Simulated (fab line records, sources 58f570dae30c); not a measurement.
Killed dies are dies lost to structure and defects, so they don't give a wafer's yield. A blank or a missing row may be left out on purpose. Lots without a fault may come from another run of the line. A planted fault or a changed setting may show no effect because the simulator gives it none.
Split-lot experiment | flow berkeley_cmos170 | 5 lots, 23 wafers read, on a route of 331 steps

THE SPLIT
At UCB170_M3_SPUTTER_01 (material Al, target thk 900 nm, time 120 s), the setting time_s was moved away from the recipe's 120 s on 10 of the 23 wafers read, by -14.4% to +13.7%. The other wafers ran this setting at the recipe's value.

FROM THE SPLIT TO THE READING: what the file shows between them, 1 step
- UCB170_M3_RS_MEAS_02: measures by four-point-probe

THE READING
M3_AL_THK, in nm, at UCB170_M3_THK_MEAS_03 (measures by xrf). Fault-free wafers of this fab line usually give 894 nm, standard deviation 9.7 nm.

wafer  | tool, chamber at the split | time_s as run, s | against the recipe | M3_AL_THK, nm | against lot-mates on the recipe
L074.1 | pvd_sputter-03, -          | 102.7            | -14.4%             | 764           | -131
L074.2 | pvd_sputter-03, -          | 120              | recipe             | 891           | -
L074.3 | pvd_sputter-03, -          | 120              | recipe             | 895           | -
L074.4 | pvd_sputter-03, -          | 120              | recipe             | 898           | -
L074.5 | pvd_sputter-03, -          | 102.7            | -14.4%             | 761           | -134
L076.1 | pvd_sputter-03, -          | 120              | recipe             | 894           | -
L076.2 | pvd_sputter-03, -          | 120              | recipe             | 898           | -
L076.6 | pvd_sputter-03, -          | 120              | recipe             | 890           | -
L085.1 | pvd_sputter-03, -          | 120              | recipe             | 914           | -
L085.2 | pvd_sputter-03, -          | 120              | recipe             | 912           | -
L085.4 | pvd_sputter-03, -          | 135.5            | +12.9%             | 1009          | +99
L085.5 | pvd_sputter-03, -          | 135.5            | +12.9%             | 1033          | +123
L085.6 | pvd_sputter-03, -          | 120              | recipe             | 905           | -
L082.2 | pvd_sputter-01, -          | 120              | recipe             | 880           | -
L082.3 | pvd_sputter-01, -          | 120              | recipe             | 878           | -
L082.4 | pvd_sputter-01, -          | 136.5            | +13.7%             | 1015          | +136
L082.5 | pvd_sputter-01, -          | 136.5            | +13.7%             | 1002          | +123
L082.6 | pvd_sputter-01, -          | 136.5            | +13.7%             | 1012          | +133
L080.1 | pvd_sputter-04, -          | 114              | -5.0%              | 861           | -33
L080.2 | pvd_sputter-04, -          | 114              | -5.0%              | 848           | -46
L080.4 | pvd_sputter-04, -          | 120              | recipe             | 890           | -
L080.5 | pvd_sputter-04, -          | 114              | -5.0%              | 862           | -32
L080.6 | pvd_sputter-04, -          | 120              | recipe             | 898           | -

THE FIT
A straight line over all 23 wafers: M3_AL_THK changes by +8.88 nm for each +1% of time_s; r = +0.99; the points scatter about the line by 11 nm.
The same after taking each lot's own level away (the mean of its wafers on the recipe; 23 wafers): +9.05 nm for each +1%; r = +1.00; scatter 6.9 nm.
On that fit, the largest move of time_s shifts the reading by 1.3e+02 nm.
The lots' own levels span 879.0 to 910.3 nm, that is 3.2 times the standard deviation above.
So the lot-to-lot level changes the slope little: the two slopes agree.
Check: with one of the wafers moved furthest among these (-14.4%) left out of the fit, the line predicts -129 nm for it against its lot-mates. It came out at -131 nm against them.

OTHER SPLITS ON THESE WAFERS
These wafers also went through other splits before the reading. Each is held against what the fit with the lots' levels taken away leaves over:
other split on the same wafers      | wafers away from the commonest value | r with M3_AL_THK (lot level and that fit taken away)
UCB170_M2_EXPOSE_12 dose_mj         | 9                                    | +0.22
UCB170_V2_CMP_02 leave_above_ref_nm | 8                                    | -0.07
UCB170_V2_COAT_07 resist_thk_nm     | 8                                    | -0.05

THE WHOLE CHAIN: every reading that the file lists as answering this split, in the file's order
step                  | what it does                               | reading                                                                     | change (the file's fit)               | r (the file's)
UCB170_M3_SPUTTER_01  | material Al, target thk 900 nm, time 120 s | Al_of_M3_SPUTTER_01.thk_nm (the simulator's own value, which no gauge read) | +8.97 nm for each +1% of the setting  | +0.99
UCB170_M3_RS_MEAS_02  | measures by four-point-probe               | M3_AL_RS                                                                    | -0.000327 for each +1% of the setting | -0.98
UCB170_M3_THK_MEAS_03 | measures by xrf                            | M3_AL_THK                                                                   | +9.03 for each +1% of the setting     | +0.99

THE FILE'S OWN FIT
M3_AL_THK changes by +9.03 nm for each +1% of time_s, r = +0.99.
